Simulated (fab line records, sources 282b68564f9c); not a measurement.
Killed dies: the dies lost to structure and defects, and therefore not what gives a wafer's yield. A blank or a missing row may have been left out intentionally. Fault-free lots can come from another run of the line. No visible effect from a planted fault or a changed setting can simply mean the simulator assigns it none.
A struck lot beside a sound one :: flow rit cmos :: 17 steps out of a route of 202
Sound: these wafers, L962.1, L962.3, L962.4. The struck wafers were L975.2, L975.4. At the end, the cause is stated.
For every step that has rows: the tool of each side, followed by ch and its chambers, followed by its first start. Under that, the readings that differ: sound wafers :: struck wafers :: difference of the means :: sigmas: that difference in standard deviations of wafers without a fault.
alike: readings whose means differ by less than 2 such deviations, and words and numbers that are the same on both sides. not compared: withheld readings, readings that some wafer has no value for, bounds like >300 that may hide the same value, and numbers for which the record gives no deviation and whose values overlap.
Wherever a step has rows on one side only, a row that says differs or no value, or a row with sigmas, the two part there. Numbers that don't overlap but have no deviation are shown without sigmas and don't part them. A reading missing from all wafers of one side parts the sides only when that side holds two or more wafers.

RIT_M1_THK_MEAS_02: measures by xrf.
  sound: film metro-04 at day 3 19:51; struck: film metro-04 at day 6 15:08
  alike: M1_AL_THK
then, 6 steps without rows for these wafers: RIT_M1_HMDS_03 (prime time 60 s); RIT_M1_COAT_04 (resist thk 1300 nm); RIT_M1_SOFTBAKE_05 (time 60 s); RIT_M1_EXPOSE_06 (exposes mask M12, target cd 2600 nm); RIT_M1_PEB_07; RIT_M1_DEVELOP_08 (develop time 68 s).
RIT_M1_CD_MEAS_09: target cd 2600 nm.
  sound: cd sem-02 at day 3 21:03; struck: cd sem-02 at day 6 16:05
  alike: cd nm
RIT_M1_OVL_MEAS_10:
  sound: overlay-02 at day 3 21:10; struck: overlay-01 at day 6 16:11
reading: M1_OVL (nm)
sound: 0.6 0.8 1.9
struck: -2.3 -1.8
difference: -3.1
sigmas: -2
then, 1 step without rows for these wafers: RIT_M1_HARDBAKE_11 (time 120 s).
RIT_M1_METAL_ETCH_12: etches Al in Cl2/BCl3, stops on SiO2, time 165 s, target depth 600 nm.
  sound on rie metal-02 ch 0,1, day 3 21:28; struck on rie metal-03 ch 0, day 6 16:28
  alike: drypump motor current A, oes product au, throttle valve pct
  not compared: rf hours counter h
then, 1 step without rows for these wafers: RIT_M1_STRIP_13 (strips in nmp, time 600 s).
RIT_M1_STRIP_14: strips in O2, time 180 s.
  sound on plasma asher-01 ch 0,1, day 3 21:48; struck on plasma asher-02 ch 1, day 6 16:52
  alike: drypump motor current A
  not compared: rf hours counter h
RIT_M1_CD_MEAS_90: target cd 2600 nm.
  sound: cd sem-01 at day 3 21:58; struck: cd sem-01 at day 6 17:04
  alike: cd nm
then, 1 step without rows for these wafers: RIT_M1_ANNEAL_15 (time 1800 s).
RIT_M1_BOW_MEAS_16:
  sound: film metro-04 at day 3 23:35; struck: film metro-02 at day 6 19:32
  alike: M1_BOW
RIT_M1_PROBE_99:
  sound: prober-02 at day 3 23:43; struck: prober-02 at day 6 19:41
  no value came back on the struck wafers for any of 5 readings (model.etest.tester.sort n pass, model.etest.tester.sort yield pct (%) and others); on the sound wafers model.etest.tester.sort n pass reads 261 259 256
reading: killed_at_M0_to_M3
sound: 0 0 0
struck: 26 27
difference: +26
sigmas: +99 or more

reading: killed dies
sound: 3 5 8
struck: 29 28
difference: +23
sigmas: +8

reading: model.etest.contact to gate.bv right v (V)
sound: 89.56 92.61 92.59
struck: 4.321 4.051
difference: -87.401
sigmas: 

reading: model.etest.contact to gate.bv left v (V)
sound: 90.21 88.06 89.08
struck: 175.2 175.6
difference: +86.3
sigmas: 
  alike: killed at contacts, killed at front end, killed open, killed short

WHERE THEY PART
First at RIT_M1_OVL_MEAS_10; last, within this record, at RIT_M1_PROBE_99.

WHY: the cause the simulator had injected
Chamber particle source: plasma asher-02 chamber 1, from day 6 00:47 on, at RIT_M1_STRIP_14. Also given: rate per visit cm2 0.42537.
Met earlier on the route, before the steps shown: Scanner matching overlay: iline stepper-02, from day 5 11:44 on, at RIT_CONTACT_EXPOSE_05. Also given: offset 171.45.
